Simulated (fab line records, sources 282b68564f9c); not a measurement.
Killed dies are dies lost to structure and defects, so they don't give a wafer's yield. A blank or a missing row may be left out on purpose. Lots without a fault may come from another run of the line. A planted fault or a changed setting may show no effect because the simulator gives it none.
fab line records | flow rit_cmos | part 2 of 2: steps 44 to 45 of 45
record lots=6 wafers=18 last_day=7
route steps=202 shown ACTIVE@11 FOX1@20 FOX2@23 NWELL@28 PWELL@39 WELLDRIVE@50 SILICIDE@161 M1@202
lots that met no fault: from a run of the same line without faults
start_h: hours from the record's first day to the start of the lot's first wafer shown | wait_h: hours since the lot's step before | " the same as in the row above | L1.1+2: a row that stands for several wafers | - no value, or no start given | * or withheld: withheld | < > ~ a bound
route shown NAME@n: a module of which the file shows steps, and the number in the route of the first | usual: mean/standard deviation of fault-free wafers | same: alike in all rows | chamber/n: place in a boat | sites: the reading at each site | _std_site: their standard deviation | _edge_site: outer sites' mean less inner sites' | radius_mm: how far each site lies from the wafer's centre | mask NAME#n: copy n | behind: the tool/chamber that last shaped the wafer | hold: why the lot was held/for how many hours/how that ended | device: the transistor (n, p or np) that didn't switch | end of line: the same wafers' tests at the end of the route | a step without rows: its recipe alone | killed: dies lost to structure and defects at the first sort, not the wafer's yield | map: a wafer's dies, x killed, . not, _ none there
set.NAME: the setting as run; set.NAME@STEP: as run at that earlier step | model.NAME: the simulator's own value behind a step, which no gauge read
lots at some steps of the route; a table a step, a row a wafer
services: from which hour (start_h, from the record's first day; less than 0 if before it) a tool's chamber was out of use, for how many hours, and why
## steps
# step RIT_SILICIDE_WET_ETCH_00
# recipe chemistry=BOE target=SiO2 target_depth_nm=14 time_s=15 dry=n2_spin dilution=10:1 temp_c=21.5
# columns lot.wafer tool chamber start_h wait_h model.SiO2_of_FOX2_OXIDATION_00.thk_nm
L764.2 wet_bench-03 1 50.86 0.1 152.3
L764.3 " 1 " " 157.2
L764.4 " 1 " " 156
L769.2 wet_bench-01 1 79.83 0.1 118.9
L769.4 " 1 " " 126.3
L769.6 " 1 " " 120
L771.2 wet_bench-04 0 86.56 0.1 118.3
L771.4+6 " 0 " " 113.1
L779.2 wet_bench-03 3 126.52 0.1 163.4
L779.5 " 3 " " 158.8
L779.6 " 3 " " 162.3
L780.2 wet_bench-04 0 132.01 0.1 153.2
L780.3 " 0 " " 150.4
L780.4 " 0 " " 150.6
L786.3 wet_bench-03 1 160.43 0.1 162.3
L786.5 " 1 " " 154.9
L786.6 " 1 " " 158
# step RIT_M1_PROBE_99
# usual killed_at_front_end=6.3/2.9 killed_dies=6.4/2.9 killed_open=3.3/2.1 killed_short=3.1/1.7
# same gross_dies=264 killed_at_M0_to_M3=0 killed_at_M4_up=0 killed_at_back_side=0 killed_at_contacts=0 killed_at_other=0
# columns lot.wafer tool chamber start_h wait_h killed_at_front_end killed_dies killed_open killed_short model.etest.nldd.width_nm model.etest.pldd.width_nm model.etest.nplus_sal.width_nm model.etest.pplus_sal.width_nm model.etest.pwell.rs_ohm_sq model.etest.field_n.vt_v model.etest.field_p_metal.vt_v model.etest.poly_comb_over_steps.leak_log10_a_um
L764.2 prober-01 - 58.08 0.1 8 8 3 5 3139 3144 3420 3411 417.3 34.72 -29.64 -12.69
L764.3 prober-01 - 58.13 0.2 6 6 3 3 3136 3123 3402 3404 420.7 35.44 -29.34 -12.85
L764.4 prober-01 - 58.18 0.2 2 2 1 1 3139 3128 3385 3430 423 35.18 -29.66 -12.71
L769.2 prober-02 - 86.87 0.1 4 4 1 3 3174 3168 3454 3449 409.9 30.16 -30.67 -10.9
L769.4 prober-02 - 86.97 0.2 4 4 2 2 3162 3187 3434 3413 406.3 31.08 -30.3 -12.71
L769.6 prober-02 - 87.07 0.2 6 6 4 2 3202 3163 3464 3464 413.8 30.38 -30.68 -12.84
L771.2 prober-02 - 93.65 0.1 8 8 5 3 3180 3198 3433 3431 408.8 30.15 -33.23 -11.39
L771.4 prober-02 - 93.75 0.2 10 10 6 4 3186 3172 3441 3451 406.2 29.65 -33.44 -11.16
L771.6 prober-02 - 93.85 0.2 3 3 3 0 3183 3164 3455 3462 408.6 29.68 -33.46 -11.04
L779.2 prober-01 - 133.80 0.1 6 6 4 2 3157 3142 3435 3435 423.3 36.14 -27.77 -12.52
L779.5 prober-01 - 133.95 0.2 5 5 2 3 3153 3156 3418 3443 422.9 35.68 -28.3 -12.65
L779.6 prober-01 - 134.00 0.2 9 9 3 6 3159 3169 3414 3424 420.5 35.85 -27.98 -11.46
L780.2 prober-02 - 139.78 0.1 7 7 4 3 3146 3165 3445 3428 421 34.88 -28.61 -12.79
L780.3 prober-02 - 139.83 0.2 8 8 4 4 3170 3160 3432 3442 424.3 34.43 -29.05 -12.72
L780.4 prober-02 - 139.88 0.2 10 10 5 5 3150 3154 3408 3421 421.5 34.34 -29.67 -12.8
L786.3 prober-02 - 170.53 0.2 6 6 0 6 3124 3146 3412 3425 424.5 36.24 -28.8 -12.69
L786.5 prober-02 - 170.63 0.2 2 2 2 0 3124 3119 3440 3423 416 35.42 -29.11 -12.81
L786.6 prober-02 - 170.68 0.2 6 6 1 5 3150 3140 3409 3407 420.4 35.53 -29.62 -12.85
# killed by level:class
L764.2 GATE:geometric_particle:open=3 SILICIDE:geometric_particle:short=2 FOX2:geometric_particle:short=1 GATE:geometric_particle:short=1 REOX:geometric_particle:short=1
L764.3 GATE:geometric_particle:open=3 FOX2:geometric_particle:short=1 GATE:geometric_particle:short=1 SILICIDE:geometric_particle:short=1
L764.4 FOX1:geometric_particle:open=1 SPACER:geometric_particle:short=1
L769.2 FOX1:geometric_particle:short=1 GATE:geometric_particle:open=1 GATE:geometric_particle:short=1 SPACER:geometric_particle:short=1
L769.4 FOX2:geometric_particle:open=1 FOX2:geometric_particle:short=1 GATE:geometric_particle:open=1 SPACER:geometric_particle:short=1
L769.6 FOX1:geometric_particle:open=1 GATE:geometric_particle:short=1 GATE:geometric_particle:open=1 SPACER:geometric_particle:open=1 SPACER:geometric_particle:short=1 SILICIDE:geometric_particle:open=1
L771.2 GATE:geometric_particle:short=2 SPACER:geometric_particle:open=2 SILICIDE:geometric_particle:open=2 FOX2:geometric_particle:open=1 REOX:geometric_particle:short=1
L771.4 GATE:geometric_particle:short=3 GATE:geometric_particle:open=3 FOX1:geometric_particle:open=1 SPACER:geometric_particle:open=1 SILICIDE:geometric_particle:short=1 SILICIDE:geometric_particle:open=1
L771.6 SPACER:geometric_particle:open=2 GATE:geometric_particle:open=1
L779.2 GATE:geometric_particle:open=2 GATE:geometric_particle:short=1 SPACER:geometric_particle:open=1 SPACER:geometric_particle:short=1 SILICIDE:geometric_particle:open=1
L779.5 FOX1:geometric_particle:short=2 FOX1:geometric_particle:open=1 FOX2:geometric_particle:open=1 SPACER:geometric_particle:short=1
L779.6 GATE:geometric_particle:short=2 ACTIVE:geometric_particle:short=1 FOX1:geometric_particle:open=1 FOX1:geometric_particle:short=1 GATE:geometric_particle:open=1 REOX:geometric_particle:open=1 SPACER:geometric_particle:short=1 SILICIDE:geometric_particle:short=1
L780.2 GATE:geometric_particle:open=3 GATE:geometric_particle:short=2 REOX:geometric_particle:short=1 REOX:geometric_particle:open=1
L780.3 GATE:geometric_particle:short=2 GATE:geometric_particle:open=2 FOX2:geometric_particle:short=1 REOX:geometric_particle:open=1 REOX:geometric_particle:short=1 SPACER:geometric_particle:open=1
L780.4 GATE:geometric_particle:short=2 SPACER:geometric_particle:short=2 FOX1:geometric_particle:short=1 FOX1:geometric_particle:open=1 GATE:geometric_particle:open=1 REOX:geometric_particle:open=1 SPACER:geometric_particle:open=1 SILICIDE:geometric_particle:open=1
L786.3 GATE:geometric_particle:short=2 SILICIDE:geometric_particle:short=2 FOX1:geometric_particle:short=1 SPACER:geometric_particle:short=1
L786.5 FOX1:geometric_particle:open=2
L786.6 REOX:geometric_particle:short=2 FOX1:geometric_particle:short=1 GATE:geometric_particle:short=1 REOX:geometric_particle:open=1 SILICIDE:geometric_particle:short=1
## services
# columns tool chamber start_h hours kind
rie_diel-03 0 -8.99 9.3 repair
plasma_asher-04 - -7.22 14.6 pm
furnace-01 - -1.50 3.3 pm
furnace-04 - 1.95 4.1 pm
rie_diel-04 3 10.89 9.5 repair
plasma_asher-02 - 19.31 3.5 repair
rie_diel-03 - 35.58 28.1 pm
furnace-01 - 45.29 4.4 pm
plasma_asher-01 - 46.11 1.4 repair
plasma_asher-03 - 52.92 0.6 repair
plasma_asher-01 - 76.21 2.8 pm
rie_diel-03 1 79.70 9.6 repair
rie_diel-04 - 84.68 0.3 repair
rie_diel-03 - 93.04 65.3 repair
plasma_asher-03 - 108.80 9.0 pm
plasma_asher-03 0 108.80 9.0 vent_cycle
plasma_asher-03 1 108.80 9.0 vent_cycle
plasma_asher-02 - 110.74 10.5 repair
plasma_asher-03 0 117.80 - clean
plasma_asher-03 1 117.80 - clean
rie_diel-04 3 124.45 - clean
plasma_asher-04 - 125.93 8.0 repair
rie_diel-04 0 128.36 46.2 repair
rie_diel-04 2 130.13 4.4 repair
## key
first_sign step=RIT_FOX2_OXIDATION_00 reading=tube_center_temp_C direction=down sigmas=99+ usual=* struck=*
effect step=RIT_FOX2_OXIDATION_00 reading=tube_center_temp_C_max direction=down sigmas=52 usual=* struck=*
effect step=RIT_FOX2_THK_MEAS_01 reading=FOX2_OXIDE_THK direction=down sigmas=5.3 usual=354 struck=317
effect step=RIT_FOX2_THK_MEAS_90 reading=FIELD_OXIDE_LEFT_1_THK direction=down sigmas=5.4 usual=327 struck=290
effect step=RIT_FOX2_THK_MEAS_91 reading=FIELD_OXIDE_LEFT_2_THK direction=down sigmas=5.2 usual=259 struck=223
model_effect step=RIT_FOX2_OXIDATION_00 value=SiO2_of_FOX2_OXIDATION_00.thk_nm without=360.2 struck=317.4
model_effect step=RIT_SILICIDE_WET_ETCH_00 value=SiO2_of_FOX2_OXIDATION_00.thk_nm without=161.1 struck=118.3
model_effect step=RIT_M1_PROBE_99 value=etest.nldd.width_nm without=3132 struck=3181
met_at RIT_FOX2_OXIDATION_00
struck_wafers L769.2,L769.4,L769.6,L771.2,L771.4,L771.6
tester_left_out L769,L771
fault kind=process_parameter_drift tool=furnace-04 chamber=- onset_h=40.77 steps=RIT_FOX2_OXIDATION_00 channel=temp_c offset=* shape=step end_h=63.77 acts_in=* stated=*
# tester_left_out: of these lots the tester's yield and bins aren't shown, on N5 and GAA mostly nor the transistor test; their killed dies are dies lost to structure and defects alone, not to doping, threshold or leakage, so they don't give the yield
